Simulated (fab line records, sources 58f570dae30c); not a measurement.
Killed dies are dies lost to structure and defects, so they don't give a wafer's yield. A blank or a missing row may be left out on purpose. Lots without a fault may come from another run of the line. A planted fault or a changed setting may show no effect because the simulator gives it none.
fab line records | flow berkeley_cmos170
record lots=5 wafers=15 last_day=11
route steps=331 shown PLDD@145 NLDD@158 SPACER@171 PSD@175
lots that met no fault: from a run of the same line without faults
start_h: hours from the record's first day to the start of the lot's first wafer shown | wait_h: hours since the lot's step before | " the same as in the row above | L1.1+2: a row that stands for several wafers | - no value, or no start given | * or withheld: withheld | < > ~ a bound
route shown NAME@n: a module of which the file shows steps, and the number in the route of the first | usual: mean/standard deviation of fault-free wafers | same: alike in all rows | chamber/n: place in a boat | sites: the reading at each site | _std_site: their standard deviation | _edge_site: outer sites' mean less inner sites' | radius_mm: how far each site lies from the wafer's centre | mask NAME#n: copy n | behind: the tool/chamber that last shaped the wafer | hold: why the lot was held/for how many hours/how that ended | device: the transistor (n, p or np) that didn't switch | end of line: the same wafers' tests at the end of the route | a step without rows: its recipe alone | killed: dies lost to structure and defects at the first sort, not the wafer's yield | map: a wafer's dies, x killed, . not, _ none there
set.NAME: the setting as run; set.NAME@STEP: as run at that earlier step | model.NAME: the simulator's own value behind a step, which no gauge read
lots at some steps of the route; a table a step, a row a wafer
services: from which hour (start_h, from the record's first day; less than 0 if before it) a tool's chamber was out of use, for how many hours, and why
## steps
# step UCB170_PLDD_HMDS_00
# recipe prime_time_s=60 prime_temp_c=100
# usual prime_temp_c=100.03/0.12
# columns lot.wafer tool chamber start_h wait_h prime_temp_c
L083.1 litho_track-01 0 171.56 0.0 100.16
L083.4 " 0 " " 100.20
L083.6 " 0 " " 100.22
L086.2 litho_track-04 0 189.09 0.0 99.90
L086.4 " 0 " " 99.96
L086.6 " 0 " " 99.76
L089.2 litho_track-01 0 208.00 0.0 100.11
L089.4 " 0 " " 100.15
L089.5 " 0 " " 99.98
L091.1 litho_track-02 0 220.46 0.7 100.02
L091.2 " 0 " " 99.96
L091.6 " 0 " " 100.03
L095.1 litho_track-02 0 233.20 0.0 100.18
L095.3 " 0 " " 99.97
L095.6 " 0 " " 100.17
# step UCB170_PLDD_COAT_01
# recipe resist=KrF spin_rpm=1500 resist_thk_nm=900
# usual dispense_pressure_kPa=51/3.1 spin_speed_rpm=1500.1/1.2
# columns lot.wafer tool chamber start_h wait_h dispense_pressure_kPa spin_speed_rpm
L083.1 litho_track-01 0 171.71 0.1 46 1500.2
L083.4 " 0 " " 46 1498.2
L083.6 " 0 " " 46 1499.1
L086.2 litho_track-04 0 189.24 0.1 53 1499.5
L086.4 " 0 " " 53 1499.0
L086.6 " 0 " " 53 1500.1
L089.2 litho_track-01 0 208.15 0.1 46 1499.8
L089.4 " 0 " " 46 1502.1
L089.5 " 0 " " 46 1500.2
L091.1 litho_track-02 0 220.61 0.1 53 1498.4
L091.2 " 0 " " 53 1501.0
L091.6 " 0 " " 53 1501.1
L095.1 litho_track-02 0 233.35 0.1 53 1499.6
L095.3 " 0 " " 53 1502.0
L095.6 " 0 " " 53 1501.6
# step UCB170_PLDD_SOFTBAKE_02
# recipe resist=KrF temp_c=130 time_s=60
# columns lot.wafer tool chamber start_h wait_h
L083.1+4+6 litho_track-01 0 171.86 0.1
L086.2+4+6 litho_track-04 0 189.39 0.1
L089.2+4+5 litho_track-01 0 208.30 0.1
L091.1+2+6 litho_track-02 0 220.76 0.1
L095.1+3+6 litho_track-02 0 233.50 0.1
# step UCB170_PLDD_EXPOSE_03
# recipe mask_id=PSELECT na=0.5 sigma_outer=0.6 source_shape=conventional target_cd_nm=1200 dose_mj=30
# usual stage_vel_mm_s=500.00/0.27
# columns lot.wafer tool chamber start_h wait_h mask stage_vel_mm_s
L083.1 krf_scanner-01 0 172.14 0.2 PSELECT#0 500.46
L083.4 " 0 " " PSELECT#0 500.29
L083.6 " 0 " " PSELECT#0 500.64
L086.2 krf_scanner-01 0 189.66 0.2 PSELECT#0 499.95
L086.4 " 0 " " PSELECT#0 499.86
L086.6 " 0 " " PSELECT#0 500.02
L089.2 krf_scanner-02 0 208.68 0.4 PSELECT#0 500.09
L089.4 " 0 " " PSELECT#0 500.03
L089.5 " 0 " " PSELECT#0 499.80
L091.1 krf_scanner-01 0 221.04 0.2 PSELECT#0 499.82
L091.2 " 0 " " PSELECT#0 499.79
L091.6 " 0 " " PSELECT#0 499.85
L095.1 krf_scanner-02 0 233.65 0.1 PSELECT#0 500.08
L095.3 " 0 " " PSELECT#0 500.10
L095.6 " 0 " " PSELECT#0 500.45
# step UCB170_PLDD_PEB_04
# recipe peb_temp_c=130 peb_time_s=withheld resist=KrF
# columns lot.wafer tool chamber start_h wait_h
L083.1+4+6 litho_track-04 0 172.29 0.1
L086.2+4+6 litho_track-04 0 189.78 0.1
L089.2+4+5 litho_track-02 0 208.90 0.2
L091.1+2+6 litho_track-02 0 221.64 0.6
L095.1+3+6 litho_track-01 0 233.85 0.2
# step UCB170_PLDD_DEVELOP_05
# recipe developer=TMAH develop_time_s=45 resist=KrF dev_temp_c=21
# columns lot.wafer tool chamber start_h wait_h
L083.1+4+6 litho_track-04 0 - -
L086.2+4+6 litho_track-04 0 - -
L089.2+4+5 litho_track-02 0 - -
L091.1+2+6 litho_track-02 0 - -
L095.1+3+6 litho_track-01 0 - -
# step UCB170_PLDD_CD_MEAS_06
# recipe target_cd_nm=1200
# usual cd_nm=1200.2/1.3
# columns lot.wafer tool chamber start_h wait_h cd_nm
L083.1 cd_sem-02 - 172.56 - 1200.3
L083.4 " - " " 1199.3
L083.6 " - " " 1199.4
L086.2 cd_sem-02 - 190.05 - 1199.6
L086.4 " - " " 1200.0
L086.6 " - " " 1201.2
L089.2 cd_sem-02 - 209.17 - 1200.1
L089.4 " - " " 1199.7
L089.5 " - " " 1199.4
L091.1 cd_sem-02 - 221.91 - 1198.1
L091.2 " - " " 1200.4
L091.6 " - " " 1198.7
L095.1 cd_sem-01 - 234.13 - 1200.6
L095.3 " - " " 1198.1
L095.6 " - " " 1199.8
# step UCB170_PLDD_OVL_MEAS_07
# usual PLDD_OVL=-4/4.7
# columns lot.wafer tool chamber start_h wait_h PLDD_OVL[nm]
L083.1 overlay-01 - 172.68 0.1 -6
L083.4 " - " " -1
L083.6 " - " " -2
L086.2 overlay-01 - 190.16 0.1 8
L086.4 " - " " -5
L086.6 " - " " -8
L089.2 overlay-01 - 209.27 0.1 -2
L089.4 " - " " -9
L089.5 " - " " 1
L091.1 overlay-01 - 222.03 0.1 -1
L091.2 " - " " -8
L091.6 " - " " -9
L095.1 overlay-01 - 234.25 0.1 -4
L095.3 " - " " -3
L095.6 " - " " -3
# step UCB170_PLDD_IMPLANT_08
# recipe species=BF2 dose_cm2=5e+13 energy_kev=10 tilt_deg=7 rotation_deg=0
# usual beam_energy_keV=9.999/0.0032 beam_on_s=10.01/0.19 dose_ions_cm2=5e+13/5.4e+10 faraday_current_uA=158.5/3 tilt_deg=7.005/0.021
# columns lot.wafer tool chamber start_h wait_h beam_energy_keV beam_on_s dose_ions_cm2 faraday_current_uA tilt_deg
L083.1 implanter-02 0 172.72 0.0 9.998 10.20 4.987e+13 155.4 6.985
L083.4 " 0 " " 10.001 10.10 4.989e+13 157.0 6.997
L083.6 " 0 " " 9.997 10.09 4.993e+13 157.5 7.007
L086.2 implanter-03 0 190.21 0.0 9.995 9.73 4.995e+13 161.9 7.039
L086.4 " 0 " " 9.997 10.17 4.994e+13 156.0 7.022
L086.6 " 0 " " 9.997 10.10 5.003e+13 156.7 7.005
L089.2 implanter-04 0 209.33 0.0 9.999 9.84 5.004e+13 160.8 7.001
L089.4 " 0 " " 10.002 10.07 5.003e+13 158.3 7.014
L089.5 " 0 " " 9.995 10.15 4.988e+13 156.3 6.985
L091.1 implanter-03 0 222.07 0.0 10.001 10.31 4.999e+13 153.2 7.061
L091.2 " 0 " " 10.000 9.90 5.012e+13 160.2 7.030
L091.6 " 0 " " 9.992 10.21 5.004e+13 155.5 7.004
L095.1 implanter-02 0 234.28 0.0 9.992 10.07 4.99e+13 157.6 6.991
L095.3 " 0 " " 10.005 9.93 4.993e+13 160.7 6.989
L095.6 " 0 " " 9.995 10.06 4.991e+13 158.3 7.010
# step UCB170_PLDD_IMPLANT_09
# recipe species=BF2 dose_cm2=5e+13 energy_kev=10 tilt_deg=7 rotation_deg=180
# usual beam_energy_keV=10.000/0.0033 beam_on_s=10.00/0.21 dose_ions_cm2=5e+13/4.9e+10 faraday_current_uA=159/3.2 tilt_deg=7.000/0.02
# columns lot.wafer tool chamber start_h wait_h beam_energy_keV beam_on_s dose_ions_cm2 faraday_current_uA tilt_deg
L083.1 implanter-02 0 172.87 0.1 10.003 10.05 4.996e+13 157 7.026
L083.4 " 0 " " 10.000 9.44 4.999e+13 167 7.003
L083.6 " 0 " " 10.002 9.98 4.991e+13 159 6.982
L086.2 implanter-03 0 190.36 0.1 10.003 9.96 5.002e+13 158 6.991
L086.4 " 0 " " 10.002 9.77 5.006e+13 163 7.024
L086.6 " 0 " " 10.007 9.85 5.002e+13 160 6.996
L089.2 implanter-04 0 209.48 0.1 9.999 9.94 4.996e+13 159 6.998
L089.4 " 0 " " 9.998 9.68 5e+13 163 7.002
L089.5 " 0 " " 9.998 9.60 5.002e+13 164 6.997
L091.1 implanter-03 0 222.22 0.1 10.000 10.24 4.992e+13 154 7.000
L091.2 " 0 " " 9.999 10.13 4.988e+13 156 6.986
L091.6 " 0 " " 9.998 10.16 5e+13 157 7.009
L095.1 implanter-02 0 234.43 0.1 10.000 10.26 5.011e+13 155 6.978
L095.3 " 0 " " 9.999 10.13 5.004e+13 156 6.981
L095.6 " 0 " " 10.003 9.88 5.005e+13 160 7.002
# step UCB170_PLDD_STRIP_10
# recipe chemistry=O2 power_w=400 pressure_mtorr=3500 platen_temp_c=withheld o2_flow_sccm=400 overash_fraction=0.5
# usual drypump_motor_current_A=5.8/0.52 oes_product_au=0.734/0.0045 strip_time_to_endpoint_s=21.60/0.061
# columns lot.wafer tool chamber start_h wait_h drypump_motor_current_A oes_product_au rf_hours_counter_h strip_time_to_endpoint_s
L083.1 plasma_asher-01 1 173.02 0.1 5.9 0.734 38 21.60
L083.4 " 0 " " 6.6 0.726 - 21.60
L083.6 " 1 " " 5.9 0.736 - 21.62
L086.2 plasma_asher-03 0 190.49 0.1 5.6 0.736 9 21.68
L086.4 " 0 " " 5.6 0.728 - 21.68
L086.6 " 1 " " 5.7 0.739 - 21.66
L089.2 plasma_asher-01 0 209.60 0.1 6.6 0.736 43 21.64
L089.4 " 0 " " 6.7 0.741 - 21.58
L089.5 " 1 " " 5.9 0.740 - 21.66
L091.1 plasma_asher-03 1 222.37 0.1 5.7 0.737 12 21.53
L091.2 " 0 " " 5.6 0.734 12 21.56
L091.6 " 1 " " 5.7 0.729 - 21.60
L095.1 plasma_asher-04 0 234.58 0.1 6.2 0.732 50 21.55
L095.3 " 0 " " 6.2 0.729 - 21.55
L095.6 " 0 " " 6.2 0.734 - 21.59
# step UCB170_PLDD_TW_MEAS_11
# usual PLDD_TW=1017/6.7
# columns lot.wafer tool chamber start_h wait_h PLDD_TW
L083.1 film_metro-02 - 173.12 0.1 1028
L083.4 " - " " 1021
L083.6 " - " " 1025
L086.2 film_metro-02 - 190.60 0.1 1022
L086.4 " - " " 1020
L086.6 " - " " 1024
L089.2 film_metro-02 - 209.71 0.1 1015
L089.4 " - " " 1018
L089.5 " - " " 1025
L091.1 film_metro-04 - 222.47 0.1 1014
L091.2 " - " " 1016
L091.6 " - " " 1012
L095.1 film_metro-02 - 234.68 0.1 1020
L095.3 " - " " 1018
L095.6 " - " " 1017
# step UCB170_PLDD_CLEAN_12
# recipe chemistry=SPM temp_c=120 time_s=600
# usual bath_guard_temp_C=120.0/0.55
# columns lot.wafer tool chamber start_h wait_h bath_guard_temp_C
L083.1 wet_bench-02 0 173.42 0.3 120.3
L083.4 " 0 " " 120.6
L083.6 " 0 " " 120.8
L086.2 wet_bench-04 1 190.65 0.0 119.5
L086.4 " 1 " " 119.5
L086.6 " 1 " " 119.7
L089.2 wet_bench-02 0 209.76 0.0 121.1
L089.4 " 0 " " 120.6
L089.5 " 0 " " 120.4
L091.1 wet_bench-02 3 222.63 0.2 119.9
L091.2 " 3 " " 119.9
L091.6 " 3 " " 120.0
L095.1 wet_bench-02 0 234.74 0.1 120.6
L095.3 " 0 " " 120.9
L095.6 " 0 " " 121.0
# step UCB170_NLDD_HMDS_00
# recipe prime_time_s=60 prime_temp_c=100
# usual prime_temp_c=99.98/0.14
# columns lot.wafer tool chamber start_h wait_h prime_temp_c
L083.1 litho_track-03 0 173.94 0.3 100.41
L083.4 " 0 " " 100.50
L083.6 " 0 " " 100.24
L086.2 litho_track-04 0 190.88 0.0 100.04
L086.4 " 0 " " 99.93
L086.6 " 0 " " 100.07
L089.2 litho_track-01 0 210.10 0.2 99.92
L089.4 " 0 " " 100.23
L089.5 " 0 " " 99.83
L091.1 litho_track-03 0 222.81 0.0 99.85
L091.2 " 0 " " 99.77
L091.6 " 0 " " 100.04
L095.1 litho_track-01 0 234.94 0.0 100.08
L095.3 " 0 " " 99.76
L095.6 " 0 " " 99.94
# step UCB170_NLDD_COAT_01
# recipe resist=KrF spin_rpm=1500 resist_thk_nm=900
# usual dispense_pressure_kPa=50/3.2 spin_speed_rpm=1499.9/1
# columns lot.wafer tool chamber start_h wait_h dispense_pressure_kPa spin_speed_rpm
L083.1 litho_track-03 0 174.09 0.1 52 1499.6
L083.4 " 0 " " 52 1500.4
L083.6 " 0 " " 52 1501.1
L086.2 litho_track-04 0 191.03 0.1 53 1501.3
L086.4 " 0 " " 53 1500.7
L086.6 " 0 " " 53 1500.9
L089.2 litho_track-01 0 210.25 0.1 46 1499.5
L089.4 " 0 " " 46 1500.5
L089.5 " 0 " " 46 1499.9
L091.1 litho_track-03 0 222.96 0.1 52 1499.1
L091.2 " 0 " " 52 1500.5
L091.6 " 0 " " 52 1500.8
L095.1 litho_track-01 0 235.09 0.1 46 1499.2
L095.3 " 0 " " 46 1499.3
L095.6 " 0 " " 46 1498.5
# step UCB170_NLDD_SOFTBAKE_02
# recipe resist=KrF temp_c=129.2 time_s=60
# columns lot.wafer tool chamber start_h wait_h
L083.1+4+6 litho_track-03 0 174.24 0.1
L086.2+4+6 litho_track-04 0 191.18 0.1
L089.2+4+5 litho_track-01 0 210.40 0.1
L091.1+2+6 litho_track-03 0 223.11 0.1
L095.1+3+6 litho_track-01 0 235.24 0.1
# step UCB170_NLDD_EXPOSE_03
# recipe mask_id=NSELECT na=0.5 sigma_outer=0.6 source_shape=conventional target_cd_nm=1200 dose_mj=30
# usual stage_vel_mm_s=500.06/0.28
# columns lot.wafer tool chamber start_h wait_h mask stage_vel_mm_s
L083.1 krf_scanner-01 0 174.39 0.1 NSELECT#0 500.17
L083.4 " 0 " " NSELECT#0 499.80
L083.6 " 0 " " NSELECT#0 500.13
L086.2 krf_scanner-02 0 191.45 0.2 NSELECT#0 499.92
L086.4 " 0 " " NSELECT#0 500.48
L086.6 " 0 " " NSELECT#0 500.13
L089.2 krf_scanner-02 0 210.67 0.2 NSELECT#0 500.40
L089.4 " 0 " " NSELECT#0 500.38
L089.5 " 0 " " NSELECT#0 499.93
L091.1 krf_scanner-02 0 223.45 0.3 NSELECT#0 500.03
L091.2 " 0 " " NSELECT#0 499.87
L091.6 " 0 " " NSELECT#0 499.65
L095.1 krf_scanner-02 0 235.51 0.2 NSELECT#0 500.16
L095.3 " 0 " " NSELECT#0 500.12
L095.6 " 0 " " NSELECT#0 500.16
# step UCB170_NLDD_PEB_04
# recipe peb_temp_c=130 peb_time_s=withheld resist=KrF
# columns lot.wafer tool chamber start_h wait_h
L083.1+4+6 litho_track-04 0 174.51 0.1
L086.2+4+6 litho_track-03 0 191.57 0.1
L089.2+4+5 litho_track-03 0 210.79 0.1
L091.1+2+6 litho_track-03 0 223.56 0.1
L095.1+3+6 litho_track-04 0 235.72 0.2
# step UCB170_NLDD_DEVELOP_05
# recipe developer=TMAH develop_time_s=45 resist=KrF dev_temp_c=21
# columns lot.wafer tool chamber start_h wait_h
L083.1+4+6 litho_track-04 0 - -
L086.2+4+6 litho_track-03 0 - -
L089.2+4+5 litho_track-03 0 - -
L091.1+2+6 litho_track-03 0 - -
L095.1+3+6 litho_track-04 0 - -
# step UCB170_NLDD_CD_MEAS_06
# recipe target_cd_nm=1200
# usual cd_nm=1199.5/1.3
# columns lot.wafer tool chamber start_h wait_h cd_nm
L083.1 cd_sem-01 - 174.78 - 1198.4
L083.4 " - " " 1198.7
L083.6 " - " " 1198.4
L086.2 cd_sem-02 - 191.84 - 1198.8
L086.4 " - " " 1199.9
L086.6 " - " " 1199.5
L089.2 cd_sem-01 - 211.06 - 1198.4
L089.4 " - " " 1197.7
L089.5 " - " " 1198.5
L091.1 cd_sem-01 - 223.84 - 1201.7
L091.2 " - " " 1200.7
L091.6 " - " " 1200.7
L095.1 cd_sem-02 - 235.99 - 1198.2
L095.3 " - " " 1199.0
L095.6 " - " " 1196.2
# step UCB170_NLDD_OVL_MEAS_07
# usual NLDD_OVL=2/5.9
# columns lot.wafer tool chamber start_h wait_h NLDD_OVL[nm]
L083.1 overlay-02 - 174.90 0.1 8
L083.4 " - " " 3
L083.6 " - " " 2
L086.2 overlay-01 - 191.95 0.1 4
L086.4 " - " " 8
L086.6 " - " " 10
L089.2 overlay-02 - 211.17 0.1 3
L089.4 " - " " 4
L089.5 " - " " 8
L091.1 overlay-01 - 223.96 0.1 -3
L091.2 " - " " 1
L091.6 " - " " 3
L095.1 overlay-02 - 236.11 0.1 -6
L095.3 " - " " -9
L095.6 " - " " 4
# step UCB170_NLDD_IMPLANT_08
# recipe species=As dose_cm2=5e+13 energy_kev=30 tilt_deg=7 rotation_deg=0
# usual beam_energy_keV=30.001/0.01 beam_on_s=10.02/0.2 dose_ions_cm2=5e+13/5.5e+10 faraday_current_uA=158/3.2 tilt_deg=6.997/0.022
# columns lot.wafer tool chamber start_h wait_h beam_energy_keV beam_on_s dose_ions_cm2 faraday_current_uA tilt_deg
L083.1 implanter-01 0 174.94 0.0 29.991 9.90 5.005e+13 160 6.979
L083.4 " 0 " " 29.978 10.23 5.002e+13 155 7.036
L083.6 " 0 " " 29.990 10.23 5.006e+13 156 7.005
L086.2 implanter-01 0 192.00 0.0 30.007 9.85 5.001e+13 161 7.011
L086.4 " 0 " " 30.012 10.10 4.997e+13 157 7.026
L086.6 " 0 " " 30.025 9.91 5.002e+13 159 6.974
L089.2 implanter-04 0 211.22 0.0 30.015 10.17 5.004e+13 156 7.016
L089.4 " 0 " " 30.012 10.20 4.995e+13 155 6.987
L089.5 " 0 " " 30.001 10.18 5.007e+13 155 6.995
L091.1 implanter-02 0 223.99 0.0 29.997 10.13 5.005e+13 156 6.994
L091.2 " 0 " " 30.003 9.64 5.006e+13 164 6.968
L091.6 " 0 " " 30.009 9.69 5e+13 163 6.959
L095.1 implanter-01 0 236.15 0.0 30.016 10.14 5.001e+13 157 7.004
L095.3 " 0 " " 30.006 10.26 4.987e+13 155 7.006
L095.6 " 0 " " 30.006 10.28 4.989e+13 153 6.995
# step UCB170_NLDD_IMPLANT_09
# recipe species=As dose_cm2=5e+13 energy_kev=30 tilt_deg=7 rotation_deg=180
# usual beam_energy_keV=29.999/0.0096 beam_on_s=10.04/0.2 dose_ions_cm2=5e+13/5.4e+10 faraday_current_uA=158/3.2 tilt_deg=7.003/0.02
# columns lot.wafer tool chamber start_h wait_h beam_energy_keV beam_on_s dose_ions_cm2 faraday_current_uA tilt_deg
L083.1 implanter-01 0 175.09 0.1 29.986 10.22 5.002e+13 155 7.010
L083.4 " 0 " " 29.989 9.85 5.003e+13 161 7.028
L083.6 " 0 " " 29.992 10.50 5.006e+13 151 7.015
L086.2 implanter-01 0 192.15 0.1 29.997 10.13 4.992e+13 157 6.991
L086.4 " 0 " " 29.996 9.78 5.001e+13 162 6.998
L086.6 " 0 " " 29.998 9.97 5e+13 159 6.978
L089.2 implanter-04 0 211.37 0.1 30.006 10.41 5.001e+13 152 6.998
L089.4 " 0 " " 30.006 9.70 5.006e+13 163 6.995
L089.5 " 0 " " 29.999 9.80 5.002e+13 162 7.029
L091.1 implanter-02 0 224.14 0.1 29.994 9.80 5.008e+13 162 6.997
L091.2 " 0 " " 30.001 9.89 5.001e+13 160 7.008
L091.6 " 0 " " 29.997 10.18 5.004e+13 156 6.986
L095.1 implanter-01 0 236.30 0.1 29.992 10.20 4.998e+13 155 6.986
L095.3 " 0 " " 30.002 10.06 5.001e+13 158 7.000
L095.6 " 0 " " 30.005 10.33 5.002e+13 153 6.975
# step UCB170_NLDD_STRIP_10
# recipe chemistry=O2 power_w=400 pressure_mtorr=3500 platen_temp_c=withheld o2_flow_sccm=400 overash_fraction=0.5
# usual drypump_motor_current_A=5.6/0.51 oes_product_au=0.734/0.0046 strip_time_to_endpoint_s=21.66/0.06
# columns lot.wafer tool chamber start_h wait_h drypump_motor_current_A oes_product_au rf_hours_counter_h strip_time_to_endpoint_s
L083.1 plasma_asher-01 0 175.24 0.1 6.6 0.737 39 21.77
L083.4 " 1 " " 5.9 0.737 - 21.73
L083.6 " 0 " " 6.6 0.736 - 21.78
L086.2 plasma_asher-03 1 192.28 0.1 5.7 0.737 9 21.66
L086.4 " 0 " " 5.6 0.733 - 21.70
L086.6 " 0 " " 5.6 0.731 - 21.70
L089.2 plasma_asher-01 1 211.50 0.1 5.8 0.739 43 21.74
L089.4 " 1 " " 5.8 0.734 - 21.69
L089.5 " 0 " " 6.6 0.725 - 21.71
L091.1 plasma_asher-02 1 224.29 0.1 4.7 0.736 52 21.70
L091.2 " 0 " " 5.4 0.730 52 21.68
L091.6 " 1 " " 4.8 0.733 - 21.72
L095.1 plasma_asher-01 1 236.45 0.1 5.8 0.732 45 21.69
L095.3 " 1 " " 5.8 0.737 - 21.68
L095.6 " 0 " " 6.6 0.725 - 21.69
# step UCB170_NLDD_TW_MEAS_11
# usual NLDD_TW=2230/12
# columns lot.wafer tool chamber start_h wait_h NLDD_TW
L083.1 film_metro-02 - 175.34 0.1 2255
L083.4 " - " " 2261
L083.6 " - " " 2256
L086.2 film_metro-04 - 192.39 0.1 2223
L086.4 " - " " 2222
L086.6 " - " " 2225
L089.2 film_metro-04 - 211.61 0.1 2230
L089.4 " - " " 2216
L089.5 " - " " 2228
L091.1 film_metro-01 - 224.39 0.1 2229
L091.2 " - " " 2224
L091.6 " - " " 2239
L095.1 film_metro-02 - 236.55 0.1 2224
L095.3 " - " " 2239
L095.6 " - " " 2238
# step UCB170_NLDD_CLEAN_12
# recipe chemistry=SPM temp_c=120 time_s=600
# usual bath_guard_temp_C=119.9/0.54
# columns lot.wafer tool chamber start_h wait_h bath_guard_temp_C
L083.1 wet_bench-01 3 175.40 0.1 120.2
L083.4 " 3 " " 119.7
L083.6 " 3 " " 120.0
L086.2 wet_bench-02 3 192.44 0.0 119.5
L086.4 " 3 " " 119.8
L086.6 " 3 " " 119.9
L089.2 wet_bench-02 1 211.66 0.0 119.5
L089.4 " 1 " " 119.9
L089.5 " 1 " " 119.5
L091.1 wet_bench-03 3 224.92 0.5 120.1
L091.2 " 3 " " 119.9
L091.6 " 3 " " 120.2
L095.1 wet_bench-02 0 236.61 0.1 120.7
L095.3 " 0 " " 121.0
L095.6 " 0 " " 120.6
# step UCB170_SPACER_CVD_00
# recipe material=SiO2 target_thk_nm=376 temp_c=390 precursor=TEOS/O2 time_s=47 rf_w=550 pressure_mtorr=9000
# usual heater_power_w=269/54 rf_fwd_power_W=543.9/2 susceptor_temp_C=390.02/0.23
# columns lot.wafer tool chamber start_h wait_h heater_power_w rf_fwd_power_W susceptor_temp_C
L083.1 pecvd-02 2 175.59 0.0 226 545.7 389.61
L083.4 " 0 " " 342 546.0 390.23
L083.6 " 2 " " 226 548.4 389.69
L086.2 pecvd-04 1 192.65 0.0 245 545.0 390.03
L086.4 " 0 " " 395 546.1 390.15
L086.6 " 1 " " 261 545.2 390.25
L089.2 pecvd-02 2 211.83 0.0 213 544.8 389.89
L089.4 " 0 " " 309 541.1 390.17
L089.5 " 1 " " 303 543.6 390.14
L091.1 pecvd-03 2 225.11 0.0 243 540.0 390.26
L091.2 " 1 " " 252 544.9 389.97
L091.6 " 2 " " 264 542.3 390.09
L095.1 pecvd-04 2 236.80 0.0 246 543.6 390.06
L095.3 " 0 " " 335 547.7 390.26
L095.6 " 1 " " 213 546.1 390.00
# step UCB170_SPACER_THK_MEAS_01
# recipe reads=SiO2_of_SPACER_CVD_00
# usual SPACER_TEOS_THK=377/4.8
# columns lot.wafer tool chamber start_h wait_h SPACER_TEOS_THK[nm]
L083.1 film_metro-03 - 175.63 0.0 372
L083.4 " - " " 375
L083.6 " - " " 378
L086.2 film_metro-01 - 192.70 0.0 376
L086.4 " - " " 380
L086.6 " - " " 382
L089.2 film_metro-01 - 211.89 0.0 376
L089.4 " - " " 382
L089.5 " - " " 386
L091.1 film_metro-02 - 225.18 0.0 375
L091.2 " - " " 382
L091.6 " - " " 380
L095.1 film_metro-02 - 236.84 0.0 376
L095.3 " - " " 372
L095.6 " - " " 382
# step UCB170_SPACER_ANNEAL_02
# recipe temp_c=900 time_s=1800 ambient=N2
# columns lot.wafer tool chamber start_h wait_h
L083.1+4+6 furnace-04 0 178.43 2.8
L086.2+4+6 furnace-02 0 197.13 4.4
L089.2+4+5 furnace-03 0 214.90 3.0
L091.1+2+6 furnace-03 0 225.50 0.3
L095.1+3+6 furnace-03 0 238.93 2.1
# step UCB170_SPACER_ETCHBACK_03
# recipe stop_on=Si target=SiO2 chemistry=CHF3/CF4/Ar CHF3_flow_sccm=50 cf4_flow_sccm=10 Ar_flow_sccm=120 pressure_mtorr=200 rf_w=500 target_depth_a=3760 time_s=100
# usual drypump_motor_current_A=5.3/0.41 oes_product_au=0.906/0.013 rf_fwd_power_W=497.2/1.5 throttle_valve_pct=6.47/0.11
# columns lot.wafer tool chamber start_h wait_h drypump_motor_current_A oes_product_au rf_fwd_power_W rf_hours_counter_h throttle_valve_pct
L083.1 rie_diel-03 2 179.93 0.0 6.0 0.898 498.2 35 6.35
L083.4 " 3 " " 5.7 0.911 498.7 38 6.35
L083.6 " 2 " " 6.0 0.904 496.8 - 6.35
L086.2 rie_diel-01 2 198.63 0.0 4.7 0.891 497.8 21 6.45
L086.4 " 1 " " 5.3 0.913 497.7 21 6.56
L086.6 " 0 " " 5.4 0.925 496.8 - 6.63
L089.2 rie_diel-02 0 216.40 0.0 5.2 0.871 500.1 83 6.61
L089.4 " 2 " " 6.0 0.909 496.4 21 6.43
L089.5 " 0 " " 5.1 0.900 501.3 - 6.60
L091.1 rie_diel-02 0 227.00 0.0 5.2 0.882 495.9 83 6.59
L091.2 " 3 " " 5.3 0.918 495.5 1 6.41
L091.6 " 3 " " 5.3 0.910 496.4 - 6.41
L095.1 rie_diel-01 1 240.43 0.0 5.2 0.905 496.7 23 6.57
L095.3 " 0 " " 5.4 0.916 494.2 16 6.63
L095.6 " 3 " " 4.9 0.907 495.8 - 6.35
# step UCB170_PSD_HMDS_00
# recipe prime_time_s=60 prime_temp_c=100
# usual prime_temp_c=100.04/0.13
# columns lot.wafer tool chamber start_h wait_h prime_temp_c
L083.1 litho_track-02 0 180.00 0.0 100.01
L083.4 " 0 " " 100.16
L083.6 " 0 " " 99.98
L086.2 litho_track-01 0 199.03 0.4 100.14
L086.4 " 0 " " 100.08
L086.6 " 0 " " 100.01
L089.2 litho_track-02 0 216.69 0.3 100.08
L089.4 " 0 " " 100.39
L089.5 " 0 " " 100.08
L091.1 litho_track-01 0 227.07 0.0 99.98
L091.2 " 0 " " 99.96
L091.6 " 0 " " 100.13
L095.1 litho_track-02 0 240.50 0.0 100.16
L095.3 " 0 " " 100.02
L095.6 " 0 " " 100.10
# step UCB170_PSD_COAT_01
# recipe resist=KrF spin_rpm=1500 resist_thk_nm=900
# usual dispense_pressure_kPa=50/3.1 spin_speed_rpm=1500.1/1.1
# columns lot.wafer tool chamber start_h wait_h dispense_pressure_kPa spin_speed_rpm
L083.1 litho_track-02 0 180.15 0.1 53 1501.0
L083.4 " 0 " " 53 1498.2
L083.6 " 0 " " 53 1499.9
L086.2 litho_track-01 0 199.18 0.1 46 1501.5
L086.4 " 0 " " 46 1500.3
L086.6 " 0 " " 46 1499.6
L089.2 litho_track-02 0 216.84 0.1 53 1499.3
L089.4 " 0 " " 53 1498.2
L089.5 " 0 " " 53 1502.2
L091.1 litho_track-01 0 227.22 0.1 46 1501.9
L091.2 " 0 " " 46 1500.5
L091.6 " 0 " " 46 1499.2
L095.1 litho_track-02 0 240.65 0.1 53 1499.4
L095.3 " 0 " " 53 1499.1
L095.6 " 0 " " 53 1499.1
# step UCB170_PSD_SOFTBAKE_02
# recipe resist=KrF temp_c=130 time_s=60
# columns lot.wafer tool chamber start_h wait_h
L083.1+4+6 litho_track-02 0 180.30 0.1
L086.2+4+6 litho_track-01 0 199.33 0.1
L089.2+4+5 litho_track-02 0 216.99 0.1
L091.1+2+6 litho_track-01 0 227.37 0.1
L095.1+3+6 litho_track-02 0 240.80 0.1
## services
# columns tool chamber start_h hours kind
implanter-03 - 150.65 2.5 repair
implanter-04 - 152.80 22.7 pm
krf_scanner-01 - 155.07 1.3 pm
rie_diel-01 - 170.48 0.4 repair
rie_diel-02 3 170.53 3.1 repair
plasma_asher-04 - 171.55 7.5 repair
plasma_asher-04 - 174.15 1.8 repair
furnace-03 - 185.15 3.3 pm
krf_scanner-02 - 189.43 0.8 pm
implanter-02 - 189.45 1.9 repair
pecvd-02 - 193.12 0.3 repair
pecvd-03 0 198.97 29.8 repair
krf_scanner-02 - 200.22 3.8 repair
krf_scanner-02 - 203.98 1.3 pm
krf_scanner-01 - 205.28 4.0 pm
furnace-03 - 207.66 3.4 pm
furnace-03 - 208.43 1.5 repair
implanter-04 - 213.57 1.2 repair
rie_diel-03 - 213.80 1.6 repair
rie_diel-02 - 216.74 2.8 pm
plasma_asher-01 - 223.40 2.8 pm
krf_scanner-01 - 231.39 3.6 pm
rie_diel-02 3 233.47 3.3 repair
krf_scanner-01 - 234.94 0.8 pm
## key
fault none
